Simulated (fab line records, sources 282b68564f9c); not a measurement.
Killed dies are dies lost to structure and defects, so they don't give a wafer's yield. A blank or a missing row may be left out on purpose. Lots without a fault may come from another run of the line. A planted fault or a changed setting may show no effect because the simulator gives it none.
Split-lot experiment | flow rit_cmos | 5 lots, 23 wafers read, on a route of 202 steps

THE SPLIT
At RIT_ACTIVE_OXIDATION_01 (target thk 46.8 nm, ox time 3360 s), the setting temp_c was moved away from the recipe's 1000 C on 10 of the 23 wafers read, by -2.3% to +2.2%. The other wafers ran this setting at the recipe's value.

The file shows no step between the split and the reading.

THE READING
ACTIVE_OXIDE_THK, in nm, at RIT_ACTIVE_THK_MEAS_02. Fault-free wafers of this fab line usually give 46.8 nm, standard deviation 0.75 nm.

wafer  | tool, chamber at the split | temp_c as run, C | against the recipe | ACTIVE_OXIDE_THK, nm | against lot-mates on the recipe
L074.1 | -, -                       | 976.7            | -2.3%              | 37.9                 | no lot-mate on the recipe
L074.2 | -, -                       | 976.7            | -2.3%              | 37.6                 | no lot-mate on the recipe
L074.3 | -, -                       | 976.7            | -2.3%              | 38.1                 | no lot-mate on the recipe
L074.4 | -, -                       | 976.7            | -2.3%              | 37.9                 | no lot-mate on the recipe
L074.6 | -, -                       | 976.7            | -2.3%              | 37.8                 | no lot-mate on the recipe
L079.1 | -, -                       | 1000             | recipe             | 45.6                 | -
L079.2 | -, -                       | 1000             | recipe             | 46.1                 | -
L079.4 | -, -                       | 1000             | recipe             | 45.6                 | -
L079.5 | -, -                       | 1000             | recipe             | 45.6                 | -
L079.6 | -, -                       | 1000             | recipe             | 46.3                 | -
L080.2 | -, -                       | 1000             | recipe             | 47.6                 | -
L080.3 | -, -                       | 1000             | recipe             | 47.3                 | -
L080.4 | -, -                       | 1000             | recipe             | 47.7                 | -
L080.5 | -, -                       | 1000             | recipe             | 47.1                 | -
L080.6 | -, -                       | 1000             | recipe             | 48.2                 | -
L082.1 | -, -                       | 1022             | +2.2%              | 58.1                 | no lot-mate on the recipe
L082.2 | -, -                       | 1022             | +2.2%              | 59.1                 | no lot-mate on the recipe
L082.4 | -, -                       | 1022             | +2.2%              | 57.6                 | no lot-mate on the recipe
L082.5 | -, -                       | 1022             | +2.2%              | 58.1                 | no lot-mate on the recipe
L082.6 | -, -                       | 1022             | +2.2%              | 58.7                 | no lot-mate on the recipe
L085.1 | furnace-02, 0              | 1000             | recipe             | 47.0                 | -
L085.3 | furnace-02, 0              | 1000             | recipe             | 47.1                 | -
L085.4 | furnace-02, 0              | 1000             | recipe             | 46.9                 | -

THE FIT
A straight line over all 23 wafers: ACTIVE_OXIDE_THK changes by +4.51 nm for each +1% of temp_c; r = +0.99; the points scatter about the line by 1.1 nm.
Too few moved wafers have a lot-mate on the recipe to fit a line with each lot's own level taken away.

THE WHOLE CHAIN: every reading that the file lists as answering this split, in the file's order
step                    | what it does                                                        | reading                                                                             | change (the file's fit)              | r (the file's)
RIT_ACTIVE_OXIDATION_01 | target thk 46.8 nm, ox time 3360 s                                  | SiO2_of_ACTIVE_OXIDATION_01.thk_nm (the simulator's own value, which no gauge read) | +4.51 nm for each +1% of the setting | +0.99
RIT_ACTIVE_THK_MEAS_02  |                                                                     | ACTIVE_OXIDE_THK                                                                    | +4.51 for each +1% of the setting    | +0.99
RIT_ACTIVE_ETCH_13      | etches Si3N4 in SF6, stops on SiO2, time 210 s, target depth 210 nm | SiO2_of_ACTIVE_OXIDATION_01.thk_nm (the simulator's own value, which no gauge read) | +4.67 nm for each +1% of the setting | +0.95

THE FILE'S OWN FIT
ACTIVE_OXIDE_THK changes by +4.51 nm for each +1% of temp_c, r = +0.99.
